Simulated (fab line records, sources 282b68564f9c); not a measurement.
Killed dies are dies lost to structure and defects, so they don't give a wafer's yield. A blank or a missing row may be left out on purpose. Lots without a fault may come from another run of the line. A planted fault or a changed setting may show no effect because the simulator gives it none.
A struck lot beside a sound one | flow rit_cmos | 33 steps out of a route of 202
Sound: wafers L247.4, L247.5, L247.6. Struck: wafers L258.1, L258.3, L258.5. The cause comes at the end.
At each step with rows: each side's tool, then ch and its chambers, then its first start. Under that, the readings that differ: sound wafers | struck wafers | difference of the means | sigmas: that difference in standard deviations of wafers without a fault.
alike: readings whose means differ by less than 2 such deviations, and words and numbers that are the same on both sides. not compared: withheld readings, readings that some wafer has no value for, bounds like >300 that may hide the same value, and numbers for which the record gives no deviation and whose values overlap.
The two part at a step that has a row with sigmas, a row that says differs or no value, or rows on one side only. Numbers that don't overlap but have no deviation are shown without sigmas and don't part them. A reading that every wafer of one side lacks parts them only if that side has two wafers or more.

first, 1 step without rows for these wafers: RIT_GATE_HARDBAKE_18 (time 60 s).
RIT_GATE_ETCH_19: etches poly-Si in SF6/CHF3/O2, stops on SiO2, time 165 s, target depth 312.5 nm.
  sound on rie_si-01 ch 1,2, day 3 05:35; struck on rie_si-01 ch 0,3, day 5 06:40
  alike: drypump_motor_current_A, oes_product_au, throttle_valve_pct
  not compared: rf_hours_counter_h
RIT_GATE_STRIP_20: strips in O2, time 180 s.
  sound on plasma_asher-01 ch 0,1, day 3 05:45; struck on plasma_asher-02 ch 0, day 5 06:46
  alike: drypump_motor_current_A
  not compared: rf_hours_counter_h
RIT_GATE_CD_MEAS_90: target cd 150 nm.
  sound on cd_sem-02, day 3 05:56; struck on cd_sem-02, day 5 06:56
  alike: cd_nm
then, 4 steps without rows for these wafers: RIT_REOX_CLEAN_00 (cleans in SC1, time 600 s); RIT_REOX_CLEAN_01 (cleans in dHF, time 30 s); RIT_REOX_CLEAN_02 (cleans in SC2, time 600 s); RIT_REOX_OXIDATION_03 (target thk 25.2 nm, ox time 5580 s).
RIT_REOX_THK_MEAS_04:
  sound on film_metro-04, day 3 09:34; struck on film_metro-02, day 5 09:59
  alike: REOX_OXIDE_THK
then, 3 steps without rows for these wafers: RIT_NLDD_HMDS_00 (prime time 60 s); RIT_NLDD_COAT_01 (resist thk 1000 nm); RIT_NLDD_SOFTBAKE_02 (time 60 s).
RIT_NLDD_EXPOSE_03: exposes mask M7, target cd 40700 nm.
  sound on iline_stepper-01 ch 0, day 3 10:28; struck on iline_stepper-01 ch 0, day 5 10:29
  reading | sound          | struck         | difference | sigmas
  mask    | M7#0 M7#0 M7#0 | M8#0 M8#0 M8#0 | differs    |
  alike: stage_vel_mm_s
then, 2 steps without rows for these wafers: RIT_NLDD_PEB_04; RIT_NLDD_DEVELOP_05 (develop time 50 s).
RIT_NLDD_OVL_MEAS_06:
  sound on overlay-02, day 3 10:50; struck on overlay-01, day 5 10:53
  reading       | sound          | struck | difference                    | sigmas
  NLDD_OVL (nm) | -0.2 -1.3 -0.4 | - - -  | no value on the struck wafers |
then, 2 steps without rows for these wafers: RIT_NLDD_HARDBAKE_07 (time 60 s); RIT_NLDD_IMPLANT_08.
RIT_NLDD_STRIP_09: strips in O2, time 180 s.
  sound on plasma_asher-04 ch 0,1, day 3 11:13; struck on plasma_asher-01 ch 0,1, day 5 11:14
  alike: drypump_motor_current_A
  not compared: rf_hours_counter_h
RIT_NLDD_TW_MEAS_10:
  sound on film_metro-04, day 3 11:22; struck on film_metro-04, day 5 11:24
  reading | sound          | struck   | difference | sigmas
  NLDD_TW | 2448 2445 2451 | 29 30 29 | -2419      | -99 or more
then, 6 steps without rows for these wafers: RIT_PLDD_HMDS_00 (prime time 60 s); RIT_PLDD_COAT_01 (resist thk 1000 nm); RIT_PLDD_SOFTBAKE_02 (time 60 s); RIT_PLDD_EXPOSE_03 (exposes mask M8, target cd 40900 nm); RIT_PLDD_PEB_04; RIT_PLDD_DEVELOP_05 (develop time 50 s).
RIT_PLDD_OVL_MEAS_06:
  sound on overlay-02, day 3 12:22; struck on overlay-01, day 5 12:33
  alike: PLDD_OVL
then, 2 steps without rows for these wafers: RIT_PLDD_HARDBAKE_07 (time 60 s); RIT_PLDD_IMPLANT_08.
RIT_PLDD_STRIP_09: strips in O2, time 180 s.
  sound on plasma_asher-02 ch 0,1, day 3 12:44; struck on plasma_asher-02 ch 0,1, day 5 12:53
  alike: drypump_motor_current_A
  not compared: rf_hours_counter_h
RIT_PLDD_TW_MEAS_10:
  sound on film_metro-01, day 3 12:53; struck on film_metro-01, day 5 13:04
  reading | sound          | struck         | difference | sigmas
  PLDD_TW | 2348 2342 2339 | 2860 2847 2841 | +506       | +32
then, 1 step without rows for these wafers: RIT_SPACER_CLEAN_00 (cleans in SC1, time 600 s).
RIT_M1_PROBE_99:
  sound on prober-02, day 4 04:02; struck on prober-02, day 6 02:36
  reading             | sound  | struck      | difference | sigmas
  killed_at_front_end | 6 10 4 | 264 264 264 | +257       | +86
  killed_dies         | 6 10 4 | 264 264 264 | +257       | +86
  killed_on_rim       | 2 2 0  | 70 70 70    | +69        | +49
  alike: killed_open, killed_short

WHERE THEY PART
First at RIT_NLDD_EXPOSE_03; last, within this record, at RIT_M1_PROBE_99.

WHY: what the simulator had put in
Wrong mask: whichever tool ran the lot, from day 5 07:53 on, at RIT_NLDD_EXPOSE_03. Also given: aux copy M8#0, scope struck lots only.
